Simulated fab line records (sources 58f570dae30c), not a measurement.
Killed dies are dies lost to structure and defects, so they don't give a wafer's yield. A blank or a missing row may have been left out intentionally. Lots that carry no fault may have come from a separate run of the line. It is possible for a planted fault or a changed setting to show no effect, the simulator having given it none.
Which tool is to blame? / flow berkeley cmos170 / 7 lots with 21 wafers sampled at 3 steps, on a route of 331 steps

== WHAT THE GAUGES SHOWED, per wafer ==
UCB170_SILICIDE_RS_MEAS_02: measures by four-point-probe.
lot=L552; measured=day 7 03:22; on=film metro-03; SILICIDE_TI_RS (ohm/sq)=25.6 26.8 26.3
lot=L554; measured=day 7 10:39; on=film metro-03; SILICIDE_TI_RS (ohm/sq)=27.3 27.1 26.6
lot=L563; measured=day 8 22:09; on=film metro-03; SILICIDE_TI_RS (ohm/sq)=26.7 26.6 26.7
lot=L565; measured=day 9 17:17; on=film metro-04; SILICIDE_TI_RS (ohm/sq)=26.7 26.1 26.0
lot=L568; measured=day 10 05:01; on=film metro-04; SILICIDE_TI_RS (ohm/sq)=26.0 26.9 26.0
lot=L572; measured=day 11 04:44; on=film metro-03; SILICIDE_TI_RS (ohm/sq)=26.6 26.5 26.6
lot=L574; measured=day 11 15:09; on=film metro-03; SILICIDE_TI_RS (ohm/sq)=26.2 25.9 26.7

== TOOL THAT RAN EACH LOT (tool first, then ch and the chambers of the sampled wafers, then the start) ==
lot=L552; UCB170_NLDD_STRIP_10=plasma asher-01 ch 0,1, day 6 14:14; UCB170_SILICIDE_SPUTTER_01=pvd sputter-02, day 7 03:20
lot=L554; UCB170_NLDD_STRIP_10=plasma asher-03 ch 0,1, day 7 01:09; UCB170_SILICIDE_SPUTTER_01=pvd sputter-03, day 7 10:36
lot=L563; UCB170_NLDD_STRIP_10=plasma asher-03 ch 0,1, day 8 09:47; UCB170_SILICIDE_SPUTTER_01=pvd sputter-03, day 8 22:02
lot=L565; UCB170_NLDD_STRIP_10=plasma asher-02 ch 0,1, day 9 08:20; UCB170_SILICIDE_SPUTTER_01=pvd sputter-03, day 9 17:14
lot=L568; UCB170_NLDD_STRIP_10=plasma asher-02 ch 0,1, day 9 16:23; UCB170_SILICIDE_SPUTTER_01=pvd sputter-02, day 10 04:56
lot=L572; UCB170_NLDD_STRIP_10=plasma asher-01 ch 0,1, day 10 15:33; UCB170_SILICIDE_SPUTTER_01=pvd sputter-01, day 11 04:40
lot=L574; UCB170_NLDD_STRIP_10=plasma asher-03 ch 0,1, day 11 03:55; UCB170_SILICIDE_SPUTTER_01=pvd sputter-03, day 11 15:04
- UCB170_NLDD_STRIP_10: strips in O2.
- UCB170_SILICIDE_SPUTTER_01: material Ti, target thk 30 nm, time 24.56 s.

== THE ANSWER, worked out from the rows above alone ==
Rule: what is usual is taken from the lots themselves. The widest of any qualifying gaps counts: lots, ordered by their means at a reading, are off when they make up no more than a third of the lots, leave a main group of 4 or more, and stand apart from it by 3 or more times the standard deviation of that group's means. A main group whose means are all the same, to the digits that the tables above print for the reading, isn't used. Also off: a lot with no number at a reading for which 4 or more lots have one. All remaining lots with rows at the step are treated as sound.
Across all readings shown, no lot is off: no conclusion can be drawn from this.

== WHAT WAS PUT IN BY THE SIMULATOR ==
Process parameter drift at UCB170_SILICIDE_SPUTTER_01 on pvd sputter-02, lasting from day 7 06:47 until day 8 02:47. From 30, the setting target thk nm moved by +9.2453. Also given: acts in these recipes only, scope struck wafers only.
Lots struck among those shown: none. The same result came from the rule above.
